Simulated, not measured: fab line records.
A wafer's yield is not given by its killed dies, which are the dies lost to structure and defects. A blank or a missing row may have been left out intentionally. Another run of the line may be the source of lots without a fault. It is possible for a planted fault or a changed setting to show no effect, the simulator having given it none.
Which tool is to blame? -- flow berkeleyCmos170 -- 13 lots with 39 wafers sampled at 6 steps, on a route of 331 steps

## WHAT THE GAUGES READ, wafer by wafer
UCB170_SILICIDE_RS_MEAS_02: a four-point-probe measurement.
lot,measured,on,SILICIDE_TI_RS (ohm/sq)
L150,day 6 22:16,filmMetro-04,25.9 26.0 26.1
L152,day 7 11:35,filmMetro-03,26.1 26.3 26.4
L153,day 8 04:58,filmMetro-04,25.4 25.5 25.6
L154,day 8 05:14,filmMetro-03,25.5 25.4 25.5
L155,day 8 05:11,filmMetro-04,26.1 26.1 26.0
L157,day 8 12:21,filmMetro-03,26.5 26.5 26.3
L159,day 8 21:11,filmMetro-04,26.5 26.4 26.5
L163,day 9 11:27,filmMetro-04,25.9 26.0 25.7
L161,day 9 11:49,filmMetro-01,19.4 25.8 25.9
L167,day 10 03:11,filmMetro-04,25.9 25.9 25.8
L170,day 11 02:23,filmMetro-03,25.7 25.6 26.0
L171,day 11 03:01,filmMetro-01,26.1 26.2 26.4
L172,day 11 11:08,filmMetro-03,26.2 26.0 26.1

UCB170_SILICIDE_THK_MEAS_03: measures by xrf.
lot,measured,on,SILICIDE_TI_THK (nm)
L150,day 6 22:22,filmMetro-04,29.8 29.8 29.6
L152,day 7 11:42,filmMetro-03,29.3 29.0 29.0
L153,day 8 05:05,filmMetro-04,30.4 30.2 30.3
L154,day 8 05:19,filmMetro-03,30.0 30.1 30.0
L155,day 8 05:18,filmMetro-04,29.6 29.5 29.8
L157,day 8 12:28,filmMetro-03,29.4 29.3 29.4
L159,day 8 21:19,filmMetro-04,29.2 29.5 29.2
L163,day 9 11:33,filmMetro-04,29.9 29.7 29.9
L161,day 9 11:55,filmMetro-01,38.2 30.0 30.0
L167,day 10 03:18,filmMetro-04,30.0 30.1 30.0
L170,day 11 02:29,filmMetro-03,30.0 30.2 29.7
L171,day 11 03:07,filmMetro-01,29.8 29.8 29.5
L172,day 11 11:15,filmMetro-03,29.4 29.7 29.4

UCB170_CONTACT_CD_MEAS_90 targets a cd of 700 nm.
lot,measured,on,cdNm (nm)
L150,day 7 02:51,cdSem-02,698.8 699.2 699.6
L152,day 7 17:07,cdSem-02,699.7 700.0 700.9
L153,day 8 09:55,cdSem-02,702.0 700.0 700.9
L154,day 8 11:13,cdSem-02,700.3 700.5 698.1
L155,day 8 10:56,cdSem-01,700.9 699.4 700.6
L157,day 8 18:58,cdSem-01,699.6 700.7 699.2
L159,day 9 02:29,cdSem-01,702.4 701.0 702.7
L163,day 9 17:28,cdSem-01,698.7 700.0 698.8
L161,day 9 18:11,cdSem-01,701.5 703.5 701.1
L167,day 10 07:32,cdSem-01,700.4 700.6 701.5
L170,day 11 12:11,cdSem-01,701.3 701.0 701.6
L171,day 11 12:13,cdSem-02,698.7 697.4 698.2
L172,day 11 16:08,cdSem-02,699.2 700.3 699.8

UCB170_M1_OVL_MEAS_10.
lot,measured,on,M1_OVL (nm)
L150,day 7 04:41,overlay-01,-1 10 -6
L152,day 7 19:48,overlay-02,3 2 0
L153,day 8 11:52,overlay-01,12 -4 8
L154,day 8 13:27,overlay-02,0 5 -1
L155,day 8 12:38,overlay-01,4 4 10
L157,day 8 22:05,overlay-02,5 5 9
L159,day 9 06:02,overlay-02,-2 3 9
L163,day 9 19:13,overlay-01,7 4 2
L161,day 9 19:50,overlay-02,0 1 14
L167,day 10 10:59,overlay-02,-1 -10 5
L170,day 11 13:43,overlay-01,-2 -5 8
L171,day 11 13:59,overlay-02,6 8 5
L172,day 11 17:49,overlay-02,-3 8 7

UCB170_V1_THK_MEAS_01.
lot,measured,on,V1_TEOS_THK (nm)
L150,day 7 08:07,filmMetro-04,1994 2000 2027
L152,day 7 23:41,filmMetro-02,1986 2000 1987
L153,day 8 16:14,filmMetro-04,1989 1996 2035
L154,day 8 16:16,filmMetro-01,2017 2018 1998
L155,day 8 16:15,filmMetro-02,2004 1968 2001
L157,day 9 04:14,filmMetro-04,2006 1979 2046
L159,day 9 13:16,filmMetro-04,1985 1963 1992
L163,day 9 23:34,filmMetro-01,1974 1997 1987
L161,day 9 23:38,filmMetro-02,2004 2045 2019
L167,day 10 15:50,filmMetro-04,1978 2010 1984
L170,day 11 18:46,filmMetro-01,1993 2023 1990
L171,day 11 18:45,filmMetro-04,1942 1999 2020
L172,day 11 21:19,filmMetro-01,1965 1986 1981

## TOOL THAT RAN EACH LOT (tool first, then ch and the chambers of the sampled wafers, then the start)
lot,UCB170_SILICIDE_SPUTTER_01
L150,"pvdSputter-01, day 6 22:13"
L152,"pvdSputter-03, day 7 11:33"
L153,"pvdSputter-01, day 8 04:56"
L154,"pvdSputter-04, day 8 05:08"
L155,"pvdSputter-01, day 8 05:08"
L157,"pvdSputter-01, day 8 12:16"
L159,"pvdSputter-03, day 8 21:10"
L163,"pvdSputter-04, day 9 11:22"
L161,"pvdSputter-03, day 9 11:46"
L167,"pvdSputter-04, day 10 03:09"
L170,"pvdSputter-01, day 11 02:19"
L171,"pvdSputter-01, day 11 02:58"
L172,"pvdSputter-04, day 11 11:06"
- UCB170_SILICIDE_SPUTTER_01: material Ti, target thk 30 nm, time 25 s.

## AS READ BY THE TOOLS THEMSELVES (means over the sampled wafers that have a number; for cases with no such wafer, the mark the record gives instead)
UCB170_SILICIDE_SPUTTER_01.
lot,tool,cathodeDcPowerW (W),throttleValvePct (%)
L150,pvdSputter-01,1499.8,29.9
L152,pvdSputter-03,1500.1,30.3
L153,pvdSputter-01,1499.8,30.1
L154,pvdSputter-04,1500.3,29.4
L155,pvdSputter-01,1499.9,29.8
L157,pvdSputter-01,1500.4,30.2
L159,pvdSputter-03,1500.1,30.0
L163,pvdSputter-04,1500.0,30.1
L161,pvdSputter-03,1638.6,29.3
L167,pvdSputter-04,1499.9,29.8
L170,pvdSputter-01,1500.3,29.8
L171,pvdSputter-01,1500.1,30.3
L172,pvdSputter-04,1499.7,29.8

## THE ANSWER, worked out from the rows above alone
Rule: the lots themselves supply what counts as usual. The widest of any qualifying gaps counts: lots, ordered by their means at a reading, are off when they make up no more than a third of the lots, leave a main group of 4 or more, and stand apart from it by 3 or more times the standard deviation of that group's means. A main group is skipped when, at the precision printed for the reading in the tables above, its means are all equal. A lot without any number at a reading at which 4 lots or more have one is off too. Where the step has rows for the other lots, those lots are counted as sound. The gauges are gone through in route order, then the tools' own readings, and for those a lot's mean is taken as printed above. At the first step where some lot is off, the reading lying furthest off is the one used; lots without a number count as furthest.
Off: at UCB170_SILICIDE_RS_MEAS_02 (SILICIDE_TI_RS), L161. The main group has a mean of 26.0 ohm/sq with a standard deviation of 0.31.
If a tool, at a process step before that reading, ran all the lots that are off and no sound lot after the first of them, it fits. The gauges at UCB170_SILICIDE_RS_MEAS_02 aren't tried: what is off there is off at UCB170_SILICIDE_SPUTTER_01 too, on other tools, and a gauge's error can't cause that. One fits: pvdSputter-03 at UCB170_SILICIDE_SPUTTER_01. A fault onset in the window from L159 (day 8 21:10, its last sound lot) to L161 (day 9 11:46, its first lot off) fits.
On the lots that are off, the tool's own readings at UCB170_SILICIDE_SPUTTER_01 differ by more than 5 times the standard deviation of the sound lots' means, which bears it out; cathodeDcPowerW reads 1638.6 W there versus 1500.0 W on the sound lots.

## WHAT THE SIMULATOR PUT IN
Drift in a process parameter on pvdSputter-03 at UCB170_SILICIDE_SPUTTER_01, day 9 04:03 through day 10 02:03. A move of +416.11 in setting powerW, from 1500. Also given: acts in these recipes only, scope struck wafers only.
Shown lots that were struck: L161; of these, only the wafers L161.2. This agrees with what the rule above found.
